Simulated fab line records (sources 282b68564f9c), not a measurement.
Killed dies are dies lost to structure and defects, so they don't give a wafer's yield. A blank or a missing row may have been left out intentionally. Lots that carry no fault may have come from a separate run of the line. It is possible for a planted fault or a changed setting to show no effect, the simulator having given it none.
fab line records	flow ritCmos
record lots=6	wafers=18	lastDay=7
route steps=202 shown PSD@150 SDANNEAL@153 NSD@158 PLDD@159 NLDD@160 SILICIDE@161 M1@202
lots untouched by any fault: they come from a run of this same line in which no faults occurred
startH: the number of hours between the record's first day and the start of the first shown wafer of the lot	waitH: how many hours have passed since the lot's step before this one	" repeats the value in the row above	L1.1+2: one row covering several wafers at once	- either no value or no given start	* or withheld: withheld	< > ~ a bound
route shown NAME@n: a module of which the file shows steps, and the number in the route of the first	usual: average and standard deviation across the fault-free wafers	same: alike in all rows	chamber/n: place in a boat	sites: per-site readings	_std_site: the standard deviation of these	_edge_site: outer sites' mean less inner sites'	radiusMm: for every site, how far away it sits from the centre of the wafer	mask NAME#n: copy n	behind: the most recent tool/chamber to have shaped the wafer	hold: the reason the lot was held/the length of the hold in hours/how it ended	device: which transistor (n, p or np) failed to switch	end of line: tests run on the same wafers once the route is complete	step lacking rows: just its recipe	killed: count of dies lost to structure and defects at first sort (not the wafer's yield)	map: a wafer's dies, marking killed ones x, the rest . and places with no die _
set.NAME: the run value of the setting; set.NAME@STEP: its run value at that earlier step	model.NAME: the simulator's own value behind a step, which no gauge read
lots at selected steps of the route; one table per step, one row per wafer
services: when a tool's chamber went out of use (startH, in hours from the record's first day, below 0 if earlier), for how many hours, and the reason
## steps
# step RIT_PSD_IMPLANT_08
# recipe species=BF2	energyKev=27	doseCm2=5e+15	tiltDeg=7
# step RIT_PSD_STRIP_09
# recipe chemistry=O2	timeS=180	resist=NOVOLAK	platenTempC=withheld	powerW=500	pressureMtorr=4000	o2FlowSccm=4000
# usual drypumpMotorCurrentA=5.9/0.39
lot.wafer	tool	chamber	startH	waitH	drypumpMotorCurrentA	rfHoursCounterH
L706.3	plasmaAsher-03	0	62.82	0.1	5.4	-
L706.4	"	1	"	"	6.4	-
L706.5	"	0	"	"	5.4	-
L717.1	plasmaAsher-03	0	117.91	0.1	5.4	0
L717.2	"	1	"	"	6.4	0
L717.6	"	1	"	"	6.4	-
L718.2	plasmaAsher-03	1	126.40	0.1	6.4	1
L718.3	"	0	"	"	5.4	-
L718.4	"	1	"	"	6.4	-
L719.3	plasmaAsher-03	0	132.96	0.1	5.5	-
L719.4	"	1	"	"	6.4	-
L719.6	"	0	"	"	5.5	-
L721.1	plasmaAsher-02	0	137.31	0.1	6.2	49
L721.2	"	1	"	"	5.5	49
L721.5	"	0	"	"	6.2	-
L724.1	plasmaAsher-03	1	154.93	0.1	6.4	3
L724.4	"	0	"	"	5.4	-
L724.6	"	0	"	"	5.4	-
# step RIT_PSD_TW_MEAS_10
# usual PSD_TW=3428/16
lot.wafer	tool	chamber	startH	waitH	PSD_TW
L706.3	filmMetro-01	-	62.95	0.1	3403
L706.4	"	-	"	"	3390
L706.5	"	-	"	"	3416
L717.1	filmMetro-04	-	118.08	0.1	3426
L717.2	"	-	"	"	3404
L717.6	"	-	"	"	3436
L718.2	filmMetro-04	-	126.59	0.1	3440
L718.3	"	-	"	"	3453
L718.4	"	-	"	"	3433
L719.3	filmMetro-02	-	133.09	0.1	3413
L719.4	"	-	"	"	3414
L719.6	"	-	"	"	3409
L721.1	filmMetro-04	-	137.49	0.1	3428
L721.2	"	-	"	"	3429
L721.5	"	-	"	"	3461
L724.1	filmMetro-01	-	155.11	0.1	3430
L724.4	"	-	"	"	3436
L724.6	"	-	"	"	3418
# step RIT_SDANNEAL_CLEAN_00
# recipe chemistry=SC1	mix=3:3:50	timeS=600	tempC=75
# step RIT_SDANNEAL_CLEAN_01
# recipe chemistry=dHF	dilution=50:1	timeS=30
# step RIT_SDANNEAL_CLEAN_02
# recipe chemistry=SC2	mix=3:3:50	timeS=600	tempC=75	dry=n2Spin
# step RIT_SDANNEAL_RTA_03
# recipe tempC=1050	timeS=5	idleTempC=600	rampUpCPerS=342	rampDownCPerS=171	coolToC=600	ambient=N2
# usual rampUpCPerS=342.00/0.067	wafer_temp_C_max=1053.5/1.1
lot.wafer	tool	chamber	startH	waitH	rampUpCPerS	wafer_temp_C_max
L706.3	rtpAnneal-02	0	63.38	0.0	342.08	1054.0
L706.4	"	0	"	"	341.95	1055.3
L706.5	"	0	"	"	341.96	1054.0
L717.1	rtpAnneal-02	0	118.54	0.0	341.92	1054.2
L717.2	"	0	"	"	341.97	1053.0
L717.6	"	0	"	"	341.97	1054.3
L718.2	rtpAnneal-01	0	127.03	0.0	341.92	1054.0
L718.3	"	0	"	"	342.04	1050.8
L718.4	"	0	"	"	342.03	1054.7
L719.3	rtpAnneal-02	0	133.52	0.0	342.04	1052.8
L719.4	"	0	"	"	342.00	1053.5
L719.6	"	0	"	"	341.97	1054.9
L721.1	rtpAnneal-02	0	137.91	0.0	341.88	1053.2
L721.2	"	0	"	"	342.00	1053.7
L721.5	"	0	"	"	341.95	1052.0
L724.1	rtpAnneal-01	0	155.55	0.0	342.10	1053.8
L724.4	"	0	"	"	342.02	1053.3
L724.6	"	0	"	"	342.02	1053.2
# step RIT_SDANNEAL_RS_MEAS_04
# recipe thkMeasGauge=four-point-probe
# usual PSD_RS=115.84/0.24
lot.wafer	tool	chamber	startH	waitH	PSD_RS[ohm/sq]
L706.3	filmMetro-02	-	63.46	0.1	115.81
L706.4	"	-	"	"	115.39
L706.5	"	-	"	"	115.54
L717.1	filmMetro-01	-	118.60	0.0	116.26
L717.2	"	-	"	"	116.06
L717.6	"	-	"	"	116.02
L718.2	filmMetro-01	-	127.10	0.1	115.98
L718.3	"	-	"	"	116.06
L718.4	"	-	"	"	115.89
L719.3	filmMetro-01	-	133.60	0.1	115.51
L719.4	"	-	"	"	115.74
L719.6	"	-	"	"	115.69
L721.1	filmMetro-04	-	137.97	0.0	115.71
L721.2	"	-	"	"	115.97
L721.5	"	-	"	"	115.93
L724.1	filmMetro-04	-	155.61	0.0	116.39
L724.4	"	-	"	"	116.04
L724.6	"	-	"	"	116.13
# step RIT_SDANNEAL_RS_MEAS_05
# recipe thkMeasGauge=four-point-probe
# usual NSD_RS=84.55/0.28
lot.wafer	tool	chamber	startH	waitH	NSD_RS[ohm/sq]
L706.3	filmMetro-02	-	63.58	0.1	84.60
L706.4	"	-	"	"	84.41
L706.5	"	-	"	"	84.35
L717.1	filmMetro-01	-	118.72	0.1	84.44
L717.2	"	-	"	"	84.56
L717.6	"	-	"	"	84.34
L718.2	filmMetro-01	-	127.22	0.1	84.85
L718.3	"	-	"	"	84.91
L718.4	"	-	"	"	84.86
L719.3	filmMetro-01	-	133.72	0.1	84.84
L719.4	"	-	"	"	84.44
L719.6	"	-	"	"	84.70
L721.1	filmMetro-04	-	138.09	0.1	84.67
L721.2	"	-	"	"	84.79
L721.5	"	-	"	"	84.76
L724.1	filmMetro-04	-	155.73	0.1	84.70
L724.4	"	-	"	"	84.40
L724.6	"	-	"	"	84.10
# step RIT_SDANNEAL_RS_MEAS_06
# recipe thkMeasGauge=four-point-probe
# usual PLDD_RS=178.7/0.45
lot.wafer	tool	chamber	startH	waitH	PLDD_RS[ohm/sq]
L706.3	filmMetro-02	-	63.70	0.1	178.3
L706.4	"	-	"	"	178.3
L706.5	"	-	"	"	177.9
L717.1	filmMetro-01	-	118.84	0.1	178.5
L717.2	"	-	"	"	178.1
L717.6	"	-	"	"	178.4
L718.2	filmMetro-01	-	127.34	0.1	179.4
L718.3	"	-	"	"	179.1
L718.4	"	-	"	"	179.4
L719.3	filmMetro-01	-	133.84	0.1	178.7
L719.4	"	-	"	"	178.5
L719.6	"	-	"	"	178.6
L721.1	filmMetro-04	-	138.21	0.1	178.6
L721.2	"	-	"	"	179.0
L721.5	"	-	"	"	178.8
L724.1	filmMetro-04	-	155.85	0.1	178.4
L724.4	"	-	"	"	178.3
L724.6	"	-	"	"	178.4
# step RIT_SDANNEAL_RS_MEAS_07
# recipe thkMeasGauge=four-point-probe
# usual NLDD_RS=151.6/0.49
lot.wafer	tool	chamber	startH	waitH	NLDD_RS[ohm/sq]
L706.3	filmMetro-02	-	63.82	0.1	151.9
L706.4	"	-	"	"	151.4
L706.5	"	-	"	"	151.5
L717.1	filmMetro-01	-	118.96	0.1	150.5
L717.2	"	-	"	"	151.7
L717.6	"	-	"	"	150.8
L718.2	filmMetro-01	-	127.46	0.1	152.6
L718.3	"	-	"	"	151.5
L718.4	"	-	"	"	151.8
L719.3	filmMetro-01	-	133.96	0.1	152.0
L719.4	"	-	"	"	151.7
L719.6	"	-	"	"	151.6
L721.1	filmMetro-04	-	138.33	0.1	151.4
L721.2	"	-	"	"	151.9
L721.5	"	-	"	"	151.5
L724.1	filmMetro-04	-	155.97	0.1	151.8
L724.4	"	-	"	"	152.4
L724.6	"	-	"	"	152.0
# step RIT_SILICIDE_WET_ETCH_00
# recipe chemistry=BOE	target=SiO2	targetDepthNm=14	timeS=15	dry=n2Spin	dilution=10:1	tempC=21.5
# step RIT_SILICIDE_SPUTTER_01
# recipe material=Ti	targetThkNm=30	powerW=350	chamberPressurePa=0.667	gas=Ar	timeS=240	substrateTempC=25
# usual cathodeDcPowerW=349.99/0.065	throttleValvePct=30.5/1.3
lot.wafer	tool	chamber	startH	waitH	cathodeDcPowerW	throttleValvePct	model.Ti_of_SILICIDE_SPUTTER_01.thkNm
L706.3	pvdSputter-02	-	63.91	0.0	349.96	31.8	29.69
L706.4	"	-	"	"	349.96	32.1	30.02
L706.5	"	-	"	"	349.94	30.1	29.83
L717.1	pvdSputter-03	-	119.09	0.0	350.02	28.2	30.24
L717.2	"	-	"	"	350.12	30.3	29.82
L717.6	"	-	"	"	350.01	28.5	30.23
L718.2	pvdSputter-02	-	127.57	0.0	349.90	31.8	30.28
L718.3	"	-	"	"	350.04	31.9	30.28
L718.4	"	-	"	"	350.04	29.9	30.56
L719.3	pvdSputter-03	-	134.05	0.0	377.43	30.7	32.66
L719.4	"	-	"	"	350.01	28.4	30.39
L719.6	"	-	"	"	349.92	28.2	30.27
L721.1	pvdSputter-03	-	138.46	0.0	350.01	28.4	30.13
L721.2	"	-	"	"	350.00	31.9	30.06
L721.5	"	-	"	"	377.47	30.8	32.46
L724.1	pvdSputter-04	-	156.10	0.0	350.04	30.1	30.13
L724.4	"	-	"	"	349.92	28.7	30.13
L724.6	"	-	"	"	349.97	29.8	30.01
# step RIT_SILICIDE_RS_MEAS_02
# recipe thkMeasGauge=four-point-probe	reads=Ti_of_SILICIDE_SPUTTER_01
# usual SILICIDE_TI_RS=47.7/0.56
lot.wafer	tool	chamber	startH	waitH	SILICIDE_TI_RS[ohm/sq]
L706.3	filmMetro-03	-	64.10	0.1	48.5
L706.4	"	-	"	"	47.8
L706.5	"	-	"	"	48.3
L717.1	filmMetro-02	-	119.24	0.1	47.3
L717.2	"	-	"	"	48.2
L717.6	"	-	"	"	47.5
L718.2	filmMetro-01	-	127.74	0.1	47.2
L718.3	"	-	"	"	47.3
L718.4	"	-	"	"	46.8
L719.3	filmMetro-03	-	134.24	0.1	43.0
L719.4	"	-	"	"	47.2
L719.6	"	-	"	"	47.3
L721.1	filmMetro-03	-	138.61	0.1	47.7
L721.2	"	-	"	"	47.8
L721.5	"	-	"	"	43.4
L724.1	filmMetro-03	-	156.25	0.1	47.6
L724.4	"	-	"	"	47.6
L724.6	"	-	"	"	47.9
# step RIT_SILICIDE_THK_MEAS_03
# recipe thkMeasGauge=xrf	reads=Ti_of_SILICIDE_SPUTTER_01
# usual SILICIDE_TI_THK=29.5/0.31
lot.wafer	tool	chamber	startH	waitH	SILICIDE_TI_THK[nm]
L706.3	filmMetro-03	-	64.20	0.1	29.1
L706.4	"	-	"	"	29.4
L706.5	"	-	"	"	29.2
L717.1	filmMetro-02	-	119.36	0.1	29.7
L717.2	"	-	"	"	29.5
L717.6	"	-	"	"	29.8
L718.2	filmMetro-01	-	127.85	0.1	29.8
L718.3	"	-	"	"	29.9
L718.4	"	-	"	"	29.9
L719.3	filmMetro-03	-	134.34	0.1	31.7
L719.4	"	-	"	"	29.6
L719.6	"	-	"	"	29.4
L721.1	filmMetro-03	-	138.73	0.1	29.4
L721.2	"	-	"	"	29.1
L721.5	"	-	"	"	31.4
L724.1	filmMetro-03	-	156.37	0.1	29.5
L724.4	"	-	"	"	29.6
L724.6	"	-	"	"	29.3
# step RIT_SILICIDE_RTA_04
# recipe tempC=650	timeS=10	idleTempC=25	rampUpS=5	rampDownS=5	coolToC=25	ambient=N2
# usual wafer_temp_C_max=654.5/0.9
lot.wafer	tool	chamber	startH	waitH	wafer_temp_C_max
L706.3	rtpAnneal-01	0	64.26	0.1	655.5
L706.4	"	0	"	"	655.4
L706.5	"	0	"	"	655.6
L717.1	rtpAnneal-01	0	119.42	0.1	655.9
L717.2	"	0	"	"	654.2
L717.6	"	0	"	"	653.3
L718.2	rtpAnneal-02	0	127.91	0.1	655.4
L718.3	"	0	"	"	655.3
L718.4	"	0	"	"	654.2
L719.3	rtpAnneal-02	0	134.40	0.1	652.3
L719.4	"	0	"	"	654.3
L719.6	"	0	"	"	654.0
L721.1	rtpAnneal-01	0	138.79	0.1	656.6
L721.2	"	0	"	"	655.1
L721.5	"	0	"	"	655.0
L724.1	rtpAnneal-02	0	156.43	0.1	655.3
L724.4	"	0	"	"	655.0
L724.6	"	0	"	"	653.6
# step RIT_M1_PROBE_99
# usual killedAtContacts=0.0/0.25	killedAtFrontEnd=6.6/2.7	killedDies=6.7/2.7	killedOpen=3.3/1.9	killedShort=3.4/1.9
# same grossDies=264	killed_at_M0_to_M3=0	killed_at_M4_up=0	killedAtBackSide=0	killedAtOther=0
lot.wafer	tool	chamber	startH	waitH	killedAtContacts	killedAtFrontEnd	killedDies	killedOpen	killedShort	model.etest.contactPplus.endOhmUm	model.etest.contactNplus.endOhmUm	model.etest.npolyLine.rsOhmSq	model.etest.ppolyLine.rsOhmSq	model.etest.npolySal.rsOhmSq	model.etest.ppolySal.rsOhmSq	model.etest.pplusSal.rsOhmSq	model.etest.nplusSal.rsOhmSq
L706.3	prober-01	-	71.02	0.2	0	9	9	5	4	43.05	41.74	17.02	16.48	4.405	4.384	4.412	4.375
L706.4	prober-01	-	71.07	0.2	0	9	9	6	3	44.33	40.97	17.01	16.47	4.42	4.363	4.374	4.344
L706.5	prober-01	-	71.12	0.2	0	8	8	2	6	44.31	41.81	17.04	16.52	4.419	4.367	4.364	4.36
L717.1	prober-02	-	126.24	0.1	2	8	10	3	7	44.46	41.67	16.95	16.46	4.277	4.286	4.255	4.25
L717.2	prober-02	-	126.29	0.1	0	4	4	3	1	44.27	41.1	17.03	16.54	4.365	4.342	4.348	4.341
L717.6	prober-02	-	126.49	0.2	0	8	8	5	3	43.91	41.87	17.02	16.39	4.274	4.237	4.269	4.241
L718.2	prober-01	-	134.51	0.1	0	9	9	1	8	44.46	41.79	16.88	16.18	4.349	4.298	4.281	4.312
L718.3	prober-01	-	134.56	0.2	0	3	3	2	1	44.81	41.4	16.82	16.52	4.332	4.317	4.322	4.271
L718.4	prober-01	-	134.61	0.2	0	3	3	2	1	44.05	43.48	16.87	16.25	4.313	4.296	4.306	4.303
L719.3	prober-02	-	144.20	0.2	0	11	11	5	6	45.97	45.19	15.98	15.48	4.056	4.024	4.02	3.983
L719.4	prober-02	-	144.25	0.2	0	12	12	8	4	42.8	40.87	16.91	16.39	4.3	4.293	4.309	4.236
L719.6	prober-02	-	144.35	0.2	0	8	8	4	4	44.03	41.22	16.76	16.25	4.302	4.28	4.277	4.246
L721.1	prober-01	-	148.20	0.1	0	5	5	2	3	46.78	41.95	16.96	16.52	4.301	4.279	4.293	4.244
L721.2	prober-01	-	148.25	0.1	0	8	8	1	7	45.13	43.3	16.8	16.49	4.317	4.279	4.298	4.294
L721.5	prober-01	-	148.40	0.2	0	7	7	3	4	49.81	46.26	15.98	15.55	4.018	4.013	4.027	4.015
L724.1	prober-02	-	165.60	0.1	0	5	5	1	4	44.42	43.01	16.98	16.59	4.321	4.274	4.212	4.248
L724.4	prober-02	-	165.75	0.2	0	5	5	1	4	43.31	41.9	16.88	16.42	4.296	4.289	4.261	4.268
L724.6	prober-02	-	165.85	0.2	0	7	7	1	6	43.53	42.69	16.97	16.52	4.343	4.295	4.3	4.29
# killed by level:class
L706.3 GATE:geometricParticle:open=3 FOX1:geometricParticle:open=2 GATE:geometricParticle:short=2 SPACER:geometricParticle:short=1 SILICIDE:geometricParticle:short=1
L706.4 GATE:geometricParticle:open=2 SPACER:geometricParticle:short=2 FOX2:geometricParticle:open=1 REOX:geometricParticle:open=1 SPACER:geometricParticle:open=1 SILICIDE:geometricParticle:open=1 SILICIDE:geometricParticle:short=1
L706.5 GATE:geometricParticle:short=4 FOX1:geometricParticle:short=1 SPACER:geometricParticle:short=1 SPACER:geometricParticle:open=1 SILICIDE:geometricParticle:open=1
L717.1 FOX1:geometricParticle:short=2 FOX1:geometricParticle:open=2 GATE:geometricParticle:short=2 CONTACT:geometricParticle:short=2 SPACER:geometricParticle:open=1 SPACER:geometricParticle:short=1
L717.2 FOX1:geometricParticle:open=2 SPACER:geometricParticle:short=1 SILICIDE:geometricParticle:open=1
L717.6 GATE:geometricParticle:open=3 REOX:geometricParticle:short=2 FOX1:geometricParticle:open=1 REOX:geometricParticle:open=1 SPACER:geometricParticle:short=1
L718.2 GATE:geometricParticle:short=3 FOX1:geometricParticle:short=2 SILICIDE:geometricParticle:short=2 REOX:geometricParticle:open=1 SPACER:geometricParticle:short=1
L718.3 FOX1:geometricParticle:open=1 FOX1:geometricParticle:short=1 SPACER:geometricParticle:open=1
L718.4 SILICIDE:geometricParticle:open=2 GATE:geometricParticle:short=1
L719.3 GATE:geometricParticle:open=4 FOX1:geometricParticle:short=1 FOX2:geometricParticle:short=1 GATE:geometricParticle:short=1 REOX:geometricParticle:open=1 REOX:geometricParticle:short=1 SPACER:geometricParticle:short=1 SILICIDE:geometricParticle:short=1
L719.4 SPACER:geometricParticle:open=4 FOX1:geometricParticle:open=2 GATE:geometricParticle:short=2 FOX1:geometricParticle:short=1 GATE:geometricParticle:open=1 REOX:geometricParticle:open=1 SPACER:geometricParticle:short=1
L719.6 GATE:geometricParticle:short=3 GATE:geometricParticle:open=2 FOX1:geometricParticle:open=1 REOX:geometricParticle:short=1 REOX:geometricParticle:open=1
L721.1 GATE:geometricParticle:short=2 FOX1:geometricParticle:open=1 GATE:geometricParticle:open=1 REOX:geometricParticle:short=1
L721.2 FOX1:geometricParticle:short=2 REOX:geometricParticle:short=2 FOX2:geometricParticle:short=1 GATE:geometricParticle:open=1 SPACER:geometricParticle:short=1 SILICIDE:geometricParticle:short=1
L721.5 FOX1:geometricParticle:open=2 GATE:geometricParticle:short=2 FOX1:geometricParticle:short=1 FOX2:geometricParticle:short=1 FOX2:geometricParticle:open=1
L724.1 SILICIDE:geometricParticle:short=2 FOX2:geometricParticle:short=1 GATE:geometricParticle:short=1 GATE:geometricParticle:open=1
L724.4 GATE:geometricParticle:short=2 FOX2:geometricParticle:short=1 REOX:geometricParticle:short=1 SILICIDE:geometricParticle:open=1
L724.6 GATE:geometricParticle:short=2 FOX2:geometricParticle:short=1 GATE:geometricParticle:open=1 REOX:geometricParticle:short=1 SILICIDE:geometricParticle:short=1 SPACER:geometricParticle:short=1
## services
tool	chamber	startH	hours	kind
plasmaAsher-02	-	43.78	0.9	repair
pvdSputter-02	-	56.50	3.8	repair
plasmaAsher-03	-	56.69	2.8	pm
rtpAnneal-02	-	83.96	29.6	pm
plasmaAsher-03	-	108.75	9.0	pm
plasmaAsher-03	0	108.75	9.0	ventCycle
plasmaAsher-03	1	108.75	9.0	ventCycle
plasmaAsher-03	0	117.75	-	clean
plasmaAsher-03	1	117.75	-	clean
plasmaAsher-03	-	142.18	0.6	repair
pvdSputter-03	-	147.15	1.3	repair
pvdSputter-02	-	154.27	9.9	repair
## key
firstSign step=RIT_SILICIDE_SPUTTER_01	reading=cathodeDcPowerW	direction=up	sigmas=99+	usual=349.99	struck=377.45
effect step=RIT_SILICIDE_RS_MEAS_02	reading=SILICIDE_TI_RS	direction=down	sigmas=7.9	usual=47.7	struck=43.2
effect step=RIT_SILICIDE_THK_MEAS_03	reading=SILICIDE_TI_THK	direction=up	sigmas=6.7	usual=29.5	struck=31.5
modelEffect step=RIT_SILICIDE_SPUTTER_01	value=Ti_of_SILICIDE_SPUTTER_01.thkNm	without=30.2	struck=32.56
modelEffect step=RIT_M1_PROBE_99	value=etest.contactPplus.endOhmUm	without=43.91	struck=47.89
metAt RIT_SILICIDE_SPUTTER_01
struckWafers L719.3,L721.5
testerLeftOut L719,L721
onsetBetween 119.09 134.05
fault kind=processParameterDrift	tool=pvdSputter-03	chamber=-	onsetH=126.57	steps=RIT_SILICIDE_SPUTTER_01	channel=powerW	offset=27.551	shape=step	endH=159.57	actsIn=theseRecipesOnly	stated=350	scope=struckWafersOnly
# testerLeftOut: of these lots the tester's yield and bins aren't shown, on N5 and GAA mostly nor the transistor test; their killed dies are dies lost to structure and defects alone, not to doping, threshold or leakage, so they don't give the yield
